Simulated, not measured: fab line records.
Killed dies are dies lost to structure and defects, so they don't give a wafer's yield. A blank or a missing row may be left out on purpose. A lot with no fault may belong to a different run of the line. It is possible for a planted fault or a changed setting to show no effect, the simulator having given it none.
What tool caused it?    flow berkeley_cmos170    Sampling: 14 lots, 42 wafers, 5 of 331 route steps

== WHAT EACH GAUGE READ, for each wafer ==
UCB170_V1_BOW_MEAS_03.
lot   measured      on             V1_BOW (um)
L862  day 7 17:41   film_metro-01  22 11 23
L861  day 7 20:39   film_metro-01  19 23 21
L863  day 8 01:43   film_metro-01  30 31 30
L865  day 8 01:55   film_metro-04  14 13 17
L864  day 8 02:18   film_metro-01  27 18 25
L867  day 8 02:13   film_metro-03  33 18 15
L875  day 9 21:01   film_metro-03  7 19 8
L874  day 10 06:56  film_metro-04  21 16 31
L873  day 10 12:23  film_metro-03  22 26 13
L876  day 10 12:43  film_metro-04  15 27 15
L871  day 10 12:24  film_metro-01  17 14 17
L877  day 10 23:01  film_metro-04  20 15 24
L879  day 11 04:18  film_metro-01  16 2 23
L884  day 12 03:08  film_metro-03  17 4 6

UCB170_V1_THK_MEAS_04.
lot   measured      on             V1_POLISHED_THK (nm)
L862  day 7 17:49   film_metro-01  1022.0 1023.1 1021.2
L861  day 7 20:46   film_metro-01  1022.3 1022.8 1022.1
L863  day 8 01:50   film_metro-01  1019.2 1022.2 1020.9
L865  day 8 02:02   film_metro-04  1020.7 1019.0 1019.5
L864  day 8 02:25   film_metro-01  1023.9 1023.2 1022.6
L867  day 8 02:20   film_metro-03  1019.7 1020.0 1020.4
L875  day 9 21:08   film_metro-03  1021.4 1019.7 1021.5
L874  day 10 07:03  film_metro-04  1019.9 1017.8 1021.5
L873  day 10 12:31  film_metro-03  1020.9 1019.9 1020.9
L876  day 10 12:49  film_metro-04  1020.4 1022.9 1021.8
L871  day 10 12:31  film_metro-01  1021.8 1021.9 1021.9
L877  day 10 23:07  film_metro-04  1021.4 1020.5 1023.5
L879  day 11 04:25  film_metro-01  1019.2 1018.7 1019.5
L884  day 12 03:15  film_metro-03  1018.1 1019.0 1018.5

UCB170_M2_CD_MEAS_15 targets a cd of 700 nm.
lot   measured      on         cd_nm (nm)
L862  day 7 21:44   cd_sem-02  700.6 700.8 701.6
L861  day 8 00:30   cd_sem-02  700.4 700.8 702.3
L863  day 8 08:28   cd_sem-01  700.4 699.8 698.7
L865  day 8 08:31   cd_sem-02  700.2 702.2 700.0
L864  day 8 09:07   cd_sem-02  700.7 700.5 700.7
L867  day 8 09:04   cd_sem-01  701.2 701.6 701.2
L875  day 10 03:56  cd_sem-01  699.6 698.4 700.3
L874  day 10 13:53  cd_sem-02  700.7 701.3 700.6
L873  day 10 17:47  cd_sem-02  706.5 706.0 707.0 706.6 706.3 706.4
L876  day 10 18:07  cd_sem-01  701.6 700.2 700.0
L871  day 10 17:31  cd_sem-01  703.8 706.3 705.3 703.8 706.3 705.1
L877  day 11 04:59  cd_sem-01  701.0 700.0 699.9
L879  day 11 10:49  cd_sem-01  700.5 699.9 699.7
L884  day 12 07:56  cd_sem-02  700.1 702.3 700.7

== EACH LOT AND THE TOOL THAT RAN IT (in order: tool; ch and the chambers of the sampled wafers; start) ==
lot   UCB170_CONTACT_ETCH_18                         UCB170_M2_DEVELOP_14
L862  rie_diel-02 ch 1,2,3, day 7 17:41 or earlier   litho_track-04 ch 0, day 7 21:00
L861  rie_diel-02 ch 0,1,2, day 7 20:39 or earlier   litho_track-01 ch 0, day 8 00:00
L863  rie_diel-02 ch 0,1, day 8 01:43 or earlier     litho_track-01 ch 0, day 8 08:00
L865  rie_diel-03 ch 0, day 8 01:55 or earlier       litho_track-04 ch 0, day 8 08:00
L864  rie_diel-04 ch 1,3, day 8 02:18 or earlier     litho_track-03 ch 0, day 8 08:00
L867  rie_diel-03 ch 0,2, day 8 02:13 or earlier     litho_track-01 ch 0, day 8 08:00
L875  rie_diel-04 ch 0,2,3, day 9 21:01 or earlier   litho_track-04 ch 0, day 10 03:00
L874  rie_diel-02 ch 2,3, day 10 06:56 or earlier    litho_track-04 ch 0, day 10 13:00
L873  rie_diel-02 ch 1,2, day 10 12:23 or earlier    litho_track-01 ch 0, day 10 17:00
L876  rie_diel-04 ch 0,1,2, day 10 12:43 or earlier  litho_track-03 ch 0, day 10 17:00
L871  rie_diel-02 ch 2,3, day 10 12:24 or earlier    litho_track-01 ch 0, day 10 17:00
L877  rie_diel-04 ch 0,1,3, day 10 23:01 or earlier  litho_track-04 ch 0, day 11 04:00
L879  rie_diel-04 ch 0,1, day 11 04:18 or earlier    litho_track-03 ch 0, day 11 10:00
L884  rie_diel-04 ch 1,3, day 12 03:08 or earlier    litho_track-04 ch 0, day 12 07:00
- UCB170_CONTACT_ETCH_18: etches PSG in CHF3/CF4/Ar, stops on TiSi2, target depth 840 nm, time 195 s.
- UCB170_M2_DEVELOP_14: develop time 45 s.

== WHAT THE TOOLS THEMSELVES READ (means of the sampled wafers that have a number; where no wafer has one, the mark that the record gives instead) ==
UCB170_CONTACT_ETCH_18.
lot   tool         drypump_motor_current_A (A)  oes_product_au (a.u.)  throttle_valve_pct (%)
L862  rie_diel-02  5.8                          0.891                  6.90
L861  rie_diel-02  5.6                          0.895                  6.93
L863  rie_diel-02  5.6                          0.903                  6.80
L865  rie_diel-03  5.7                          0.904                  7.13
L864  rie_diel-04  6.5                          0.882                  6.84
L867  rie_diel-03  6.1                          0.904                  6.90
L875  rie_diel-04  6.2                          0.908                  6.85
L874  rie_diel-02  5.8                          0.882                  7.03
L873  rie_diel-02  5.5                          0.890                  7.03
L876  rie_diel-04  6.1                          0.903                  6.86
L871  rie_diel-02  6.1                          0.885                  6.88
L877  rie_diel-04  6.5                          0.909                  6.81
L879  rie_diel-04  6.5                          0.905                  6.80
L884  rie_diel-04  6.5                          0.906                  6.82

== THE ANSWER, worked out from the rows above alone ==
Rule: what is usual is taken from the lots themselves. Put in order of their means at a reading, lots are off if they are a third of the lots or fewer, leave a main group of 4 or more, and stand apart from it by a gap of 3 or more times the standard deviation of the main group's means; of several such gaps the widest counts. A main group is skipped when, at the precision printed for the reading in the tables above, its means are all equal. Also off: a lot with no number at a reading for which 4 or more lots have one. The other lots that the step has rows for count as sound. After the gauges, taken in route order, come the tools' own readings; for these a lot's mean is taken, as printed above. At the first step where some lot is off, the reading lying furthest off is the one used; lots without a number count as furthest.
Off at UCB170_M2_CD_MEAS_15 (cd_nm): L873, L871. Mean 700.6 nm and standard deviation 0.58 in the main group.
If a tool, at a process step before that reading, ran all the lots that are off and no sound lot after the first of them, it fits. Those tools and the gauges at UCB170_M2_CD_MEAS_15 are tried in the same way. UCB170_CONTACT_ETCH_18 gives no start for some lots, so the hours and the order of its lots are those of UCB170_V1_BOW_MEAS_03. 2 tools fit, rie_diel-02 at UCB170_CONTACT_ETCH_18 and litho_track-01 at UCB170_M2_DEVELOP_14, so this cannot tell which one it is.

== WHAT WAS PUT IN BY THE SIMULATOR ==
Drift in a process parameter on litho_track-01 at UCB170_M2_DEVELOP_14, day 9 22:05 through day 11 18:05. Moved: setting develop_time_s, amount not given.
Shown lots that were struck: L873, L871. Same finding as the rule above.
